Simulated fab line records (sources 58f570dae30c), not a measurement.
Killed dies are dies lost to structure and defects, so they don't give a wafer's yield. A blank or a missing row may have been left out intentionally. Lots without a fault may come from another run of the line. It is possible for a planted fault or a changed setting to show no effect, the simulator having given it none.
Which tool is to blame?    flow berkeley-cmos170    Sampling: 14 lots, 42 wafers, 4 of 331 route steps

WHAT THE GAUGES SHOWED, per wafer
UCB170_M2_RS_MEAS_02: measurement is done with a four-point probe.
lot   measured      on             M2_AL_RS (ohm/sq)
L434  day 7 18:15   film-metro-04  0.0325 0.0327 0.0324
L432  day 7 18:26   film-metro-01  0.0326 0.0329 0.0328
L436  day 8 01:31   film-metro-01  0.0323 0.0322 0.0323
L435  day 8 01:46   film-metro-02  0.0321 0.0320 0.0320
L441  day 9 03:28   film-metro-01  0.0324 0.0321 0.0326
L438  day 9 03:44   film-metro-04  0.0317 0.0321 0.0318
L437  day 9 03:52   film-metro-02  0.0325 0.0317 0.0323
L442  day 9 03:59   film-metro-01  0.0321 0.0321 0.0322
L443  day 9 16:53   film-metro-01  0.0325 0.0327 0.0324
L446  day 10 12:26  film-metro-02  0.0332 0.0330 0.0330
L449  day 10 23:20  film-metro-04  0.0325 0.0322 0.0321
L452  day 11 13:06  film-metro-01  0.0325 0.0324 0.0323
L454  day 12 01:29  film-metro-02  0.0323 0.0322 0.0322
L455  day 12 15:32  film-metro-01  0.0321 0.0321 0.0318

UCB170_M3_CD_MEAS_15: target cd 700 nm.
lot   measured      on         cd-nm (nm)
L434  day 8 02:29   cd-sem-01  705.7 703.2 703.4
L432  day 8 03:04   cd-sem-01  700.5 701.3 702.2
L436  day 8 10:05   cd-sem-02  699.1 699.1 698.8
L435  day 8 10:50   cd-sem-02  702.7 702.0 702.0
L441  day 9 14:19   cd-sem-01  699.8 700.6 700.5
L438  day 9 14:33   cd-sem-01  699.6 700.8 698.3
L437  day 9 14:47   cd-sem-01  701.8 700.9 702.4
L442  day 9 15:04   cd-sem-02  699.8 701.6 701.5
L443  day 9 23:52   cd-sem-01  698.6 697.4 698.2
L446  day 10 21:31  cd-sem-01  703.8 703.5 704.1
L449  day 11 07:28  cd-sem-02  700.3 700.9 701.4
L452  day 12 00:39  cd-sem-01  699.7 698.8 700.1
L454  day 12 09:14  cd-sem-02  699.4 697.1 698.1
L455  day 12 23:50  cd-sem-01  700.1 700.6 701.4

WHAT TOOL EACH LOT RAN ON (gives the tool, then ch and the chambers of the sampled wafers, and finally the start)
lot   UCB170_V1_STRIP_15                    UCB170_M2_STRIP_07
L434  plasma-asher-02 ch 0,1, day 7 17:52   plasma-asher-03 ch 0,1, day 7 18:52
L432  plasma-asher-01 ch 0,1, day 7 18:04   plasma-asher-04 ch 0,1, day 7 19:20
L436  plasma-asher-02 ch 0,1, day 8 01:09   plasma-asher-03 ch 0,1, day 8 02:17
L435  plasma-asher-04 ch 0,1, day 8 01:23   plasma-asher-04 ch 0,1, day 8 02:42
L441  plasma-asher-01 ch 0,1, day 9 03:04   plasma-asher-02 ch 0,1, day 9 04:04
L438  plasma-asher-04 ch 0,1, day 9 03:21   plasma-asher-04 ch 0,1, day 9 04:39
L437  plasma-asher-01 ch 0,1, day 9 03:30   plasma-asher-03 ch 0,1, day 9 04:56
L442  plasma-asher-04 ch 0,1, day 9 03:37   plasma-asher-02 ch 0,1, day 9 05:06
L443  plasma-asher-01 ch 0,1, day 9 16:29   plasma-asher-03 ch 0, day 9 17:32
L446  plasma-asher-01 ch 0,1, day 10 11:59  plasma-asher-03 ch 0,1, day 10 13:17
L449  plasma-asher-02 ch 0,1, day 10 22:57  plasma-asher-04 ch 0,1, day 10 23:57
L452  plasma-asher-01 ch 0,1, day 11 12:44  plasma-asher-04 ch 0,1, day 11 13:54
L454  plasma-asher-02 ch 0,1, day 12 01:07  plasma-asher-02 ch 0,1, day 12 02:24
L455  plasma-asher-02 ch 0,1, day 12 15:10  plasma-asher-04 ch 0,1, day 12 16:10
- UCB170_V1_STRIP_15: strips in O2.
- UCB170_M2_STRIP_07: strips in O2.

WHAT THE TOOLS THEMSELVES READ (means of the sampled wafers that have a number; where no wafer has one, the mark that the record gives instead)
UCB170_V1_STRIP_15.
lot   tool             drypump-motor-current-A (A)  oes-product-au (a.u.)  strip-time-to-endpoint-s (s)
L434  plasma-asher-02  6.3                          0.723                  15.33
L432  plasma-asher-01  6.2                          0.724                  15.38
L436  plasma-asher-02  6.4                          0.722                  15.34
L435  plasma-asher-04  6.0                          0.723                  15.36
L441  plasma-asher-01  6.2                          0.720                  15.36
L438  plasma-asher-04  5.9                          0.724                  15.29
L437  plasma-asher-01  6.2                          0.719                  15.37
L442  plasma-asher-04  5.9                          0.723                  15.27
L443  plasma-asher-01  6.2                          0.723                  15.38
L446  plasma-asher-01  6.1                          0.718                  15.32
L449  plasma-asher-02  6.3                          0.726                  15.27
L452  plasma-asher-01  6.1                          0.719                  15.23
L454  plasma-asher-02  6.1                          0.723                  15.31
L455  plasma-asher-02  6.1                          0.723                  15.36

UCB170_M2_STRIP_07.
lot   tool             drypump-motor-current-A (A)  oes-product-au (a.u.)  strip-time-to-endpoint-s (s)
L434  plasma-asher-03  6.2                          0.732                  22.03
L432  plasma-asher-04  6.1                          0.738                  21.98
L436  plasma-asher-03  6.1                          0.727                  21.94
L435  plasma-asher-04  5.9                          0.735                  22.01
L441  plasma-asher-02  6.1                          0.731                  21.94
L438  plasma-asher-04  5.9                          0.733                  22.06
L437  plasma-asher-03  5.8                          0.740                  21.90
L442  plasma-asher-02  6.4                          0.734                  22.00
L443  plasma-asher-03  5.4                          0.738                  21.95
L446  plasma-asher-03  6.1                          0.737                  21.92
L449  plasma-asher-04  5.9                          0.736                  21.98
L452  plasma-asher-04  5.9                          0.735                  22.02
L454  plasma-asher-02  6.4                          0.733                  21.88
L455  plasma-asher-04  5.9                          0.736                  21.97

THE ANSWER, worked out from the rows above alone
Rule: the lots themselves supply what counts as usual. Put in order of their means at a reading, lots are off if they are a third of the lots or fewer, leave a main group of 4 or more, and stand apart from it by a gap of 3 or more times the standard deviation of the main group's means; of several such gaps the widest counts. Not used: any main group whose means are identical at the precision the tables above print for the reading. A lot without any number at a reading at which 4 lots or more have one is off too. Any other lot the step has rows for is counted as sound. First the gauges in route order, then the tools' own readings, where a lot's mean is used as printed above. The first step at which some lot is off is used, and at that step the reading that is off furthest; a lot without a number counts as furthest.
No lot is off at any reading shown: from this, nothing can be told.

WHAT THE SIMULATOR HAD PUT IN
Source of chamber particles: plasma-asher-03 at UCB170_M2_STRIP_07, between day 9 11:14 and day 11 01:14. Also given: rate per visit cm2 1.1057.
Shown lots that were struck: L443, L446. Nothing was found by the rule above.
